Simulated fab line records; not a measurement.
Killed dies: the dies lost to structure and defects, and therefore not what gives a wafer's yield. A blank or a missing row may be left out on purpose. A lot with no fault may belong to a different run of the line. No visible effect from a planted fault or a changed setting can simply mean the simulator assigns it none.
The tool behind it: which one? :: flow rit-cmos :: Sampling: 14 lots, 42 wafers, 2 of 202 route steps

== WHAT EACH GAUGE READ, for each wafer ==
The record lacks any reading of a measuring or inspecting step that a usual standard deviation could be used to judge.

== WHAT TOOL EACH LOT RAN ON (gives the tool, then ch and the chambers of the sampled wafers, and finally the start) ==
lot: L409
RIT_SILICIDE_SPUTTER_01: pvd-sputter-02, day 3 06:19
RIT_M1_PROBE_99: -

lot: L410
RIT_SILICIDE_SPUTTER_01: pvd-sputter-03, day 3 09:01
RIT_M1_PROBE_99: -

lot: L411
RIT_SILICIDE_SPUTTER_01: pvd-sputter-02, day 3 18:16
RIT_M1_PROBE_99: -

lot: L412
RIT_SILICIDE_SPUTTER_01: pvd-sputter-03, day 3 21:08
RIT_M1_PROBE_99: -

lot: L413
RIT_SILICIDE_SPUTTER_01: pvd-sputter-02, day 4 00:55
RIT_M1_PROBE_99: -

lot: L418
RIT_SILICIDE_SPUTTER_01: pvd-sputter-03, day 5 06:02
RIT_M1_PROBE_99: -

lot: L420
RIT_SILICIDE_SPUTTER_01: pvd-sputter-03, day 5 11:14
RIT_M1_PROBE_99: prober-02, day 5 18:38

lot: L422
RIT_SILICIDE_SPUTTER_01: pvd-sputter-03, day 5 22:41
RIT_M1_PROBE_99: prober-02, day 6 05:43

lot: L425
RIT_SILICIDE_SPUTTER_01: pvd-sputter-02, day 6 13:54
RIT_M1_PROBE_99: -

lot: L427
RIT_SILICIDE_SPUTTER_01: pvd-sputter-01, day 7 01:42
RIT_M1_PROBE_99: -

lot: L428
RIT_SILICIDE_SPUTTER_01: pvd-sputter-02, day 7 03:28
RIT_M1_PROBE_99: -

lot: L430
RIT_SILICIDE_SPUTTER_01: pvd-sputter-02, day 7 12:47
RIT_M1_PROBE_99: -

lot: L431
RIT_SILICIDE_SPUTTER_01: pvd-sputter-02, day 7 22:58
RIT_M1_PROBE_99: -

lot: L432
RIT_SILICIDE_SPUTTER_01: pvd-sputter-01, day 8 03:26
RIT_M1_PROBE_99: -
- RIT_SILICIDE_SPUTTER_01: material Ti, target thk 30 nm, time 240 s.
- RIT_M1_PROBE_99

== WHAT THE TOOLS THEMSELVES READ (means of the sampled wafers that have a number; where no wafer has one, the mark that the record gives instead) ==
RIT_SILICIDE_SPUTTER_01. Usual: throttle-valve-pct at 30.1 %, with a standard deviation of 1.2.
lot: L409
tool: pvd-sputter-02
throttle-valve-pct (%): 30.8
flag: 

lot: L410
tool: pvd-sputter-03
throttle-valve-pct (%): 30.9
flag: 

lot: L411
tool: pvd-sputter-02
throttle-valve-pct (%): 30.5
flag: 

lot: L412
tool: pvd-sputter-03
throttle-valve-pct (%): 30.7
flag: 

lot: L413
tool: pvd-sputter-02
throttle-valve-pct (%): 30.9
flag: 

lot: L418
tool: pvd-sputter-03
throttle-valve-pct (%): 29.3
flag: 

lot: L420
tool: pvd-sputter-03
throttle-valve-pct (%): 30.1
flag: 

lot: L422
tool: pvd-sputter-03
throttle-valve-pct (%): 30.7
flag: 

lot: L425
tool: pvd-sputter-02
throttle-valve-pct (%): 29.8
flag: 

lot: L427
tool: pvd-sputter-01
throttle-valve-pct (%): 29.2
flag: 

lot: L428
tool: pvd-sputter-02
throttle-valve-pct (%): 30.5
flag: 

lot: L430
tool: pvd-sputter-02
throttle-valve-pct (%): 29.6
flag: 

lot: L431
tool: pvd-sputter-02
throttle-valve-pct (%): 30.2
flag: 

lot: L432
tool: pvd-sputter-01
throttle-valve-pct (%): 29.9
flag: 

RIT_M1_PROBE_99. Usual: killed-at-contacts 0.1, standard deviation 0.32; killed-at-front-end 7, standard deviation 3; killed-dies 7, standard deviation 3.1; killed-on-rim 1.9, standard deviation 1.5; killed-open 3.3, standard deviation 1.8; killed-short 3.6, standard deviation 2.
lot: L420
tool: prober-02
killed-at-contacts: 0.3
killed-at-front-end: 32
killed-dies: 33
killed-on-rim: 7.3
killed-open: 2.3
killed-short: 1.7
flag: OFF

lot: L422
tool: prober-02
killed-at-contacts: 0.7
killed-at-front-end: 34
killed-dies: 35
killed-on-rim: 5.0
killed-open: 4.0
killed-short: 4.7
flag: OFF

== THE ANSWER, worked out from the rows above alone ==
Rule: a lot counts as off when the mean over its wafers that have a number is more than 3 standard deviations away from the usual mean. A lot without any number at a reading at which 4 lots or more have one is off too. All remaining lots with rows at the step are treated as sound. Order of review: gauges by route order, followed by the tools' own readings, for which a lot's mean as printed above is used. The first step at which some lot is off is used, and at that step the reading that is off furthest; a lot without a number counts as furthest.
Off at RIT_M1_PROBE_99 (killed-dies): L420, L422. Neither off nor sound, because the step has no rows for them: L409, L410, L411, L412, L413, L418, L425, L427, L428, L430, L431, L432.
If a tool, at that step or one of the process steps before it, ran each lot that is off and ran no sound lot following the first of them, it fits. 2 tools fit, pvd-sputter-03 at RIT_SILICIDE_SPUTTER_01 and prober-02 at RIT_M1_PROBE_99, so this cannot tell which one it is.

== WHAT THE SIMULATOR PUT IN ==
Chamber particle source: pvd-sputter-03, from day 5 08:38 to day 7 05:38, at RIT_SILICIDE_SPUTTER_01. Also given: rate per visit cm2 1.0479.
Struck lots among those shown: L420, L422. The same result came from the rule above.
